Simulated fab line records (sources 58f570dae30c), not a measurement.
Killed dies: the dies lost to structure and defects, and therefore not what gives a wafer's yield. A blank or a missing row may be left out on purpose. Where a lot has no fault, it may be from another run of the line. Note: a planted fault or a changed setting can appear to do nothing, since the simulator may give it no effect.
Struck lot and sound lot, side by side -- flow berkeley cmos170 -- 14 out of 331 route steps
Sound: the wafers L407.1, L407.2, L407.5. Wafers struck: L404.1, L404.2, L404.5. The cause comes at the end.
For every step that has rows: the tool of each side, followed by ch and its chambers, followed by its first start. Under that, the readings that differ: sound wafers -- struck wafers -- difference of the means -- sigmas: that difference in standard deviations of wafers without a fault.
alike: same words and numbers on both sides, and readings whose means sit less than 2 such deviations apart. not compared: any withheld reading, any reading some wafer has no value for, any bound like >300 that may hide the same value, and any number with overlapping values for which the record gives no deviation.
The two part at a step that has a row with sigmas, a row that says differs or no value, or rows on one side only. Numbers that have no deviation but don't overlap get no sigmas and don't part them. A reading that every wafer of one side lacks parts them only if that side has two wafers or more.

first, 3 steps without rows for these wafers: UCB170_PSD_EXPOSE_03 (exposes mask PSELECT MOD, target cd 1200 nm); UCB170_PSD_PEB_04; UCB170_PSD_DEVELOP_05 (develop time 45 s).
UCB170_PSD_CD_MEAS_06: target cd 1200 nm.
  struck on cd sem-01, day 9 10:26; sound on cd sem-01, day 10 06:05
  alike: cd nm
UCB170_PSD_OVL_MEAS_07:
  struck on overlay-01, day 9 10:33; sound on overlay-01, day 10 06:13
  alike: PSD_OVL
after that, 1 step had no rows for these wafers: UCB170_PSD_IMPLANT_08.
UCB170_PSD_STRIP_09: strips in O2.
  sound on plasma asher-03 ch 0,1, day 10 06:23; struck on plasma asher-03 ch 0,1, day 9 10:44
  alike: drypump motor current A, o2 flow sccm, oes product au, strip time to endpoint s
  not compared: rf hours counter h
UCB170_PSD_TW_MEAS_10:
  struck on film metro-01, day 9 10:50; sound on film metro-01, day 10 06:29
  alike: PSD_TW
then, 4 steps without rows for these wafers: UCB170_PSD_CLEAN_11 (cleans in SPM, time 600 s); UCB170_NSD_HMDS_00 (prime time 60 s); UCB170_NSD_COAT_01 (resist thk 914.7 nm); UCB170_NSD_SOFTBAKE_02 (time 60 s).
UCB170_NSD_EXPOSE_03: exposes mask NSELECT MOD, target cd 1200 nm.
  struck on krf scanner-02, day 9 11:43; sound on krf scanner-02 ch 0, day 10 07:37
  no value came back on the struck wafers for exposure dose mJ cm2, focus offset nm (nm); on the sound wafers exposure dose mJ cm2 reads 30.098 30.111 30.096
  alike: mask
after that, 1 step had no rows for these wafers: UCB170_NSD_PEB_04.

WHERE THEY PART
At UCB170_NSD_EXPOSE_03 and nowhere else, as far as this record goes.

WHY: what had been put in by the simulator
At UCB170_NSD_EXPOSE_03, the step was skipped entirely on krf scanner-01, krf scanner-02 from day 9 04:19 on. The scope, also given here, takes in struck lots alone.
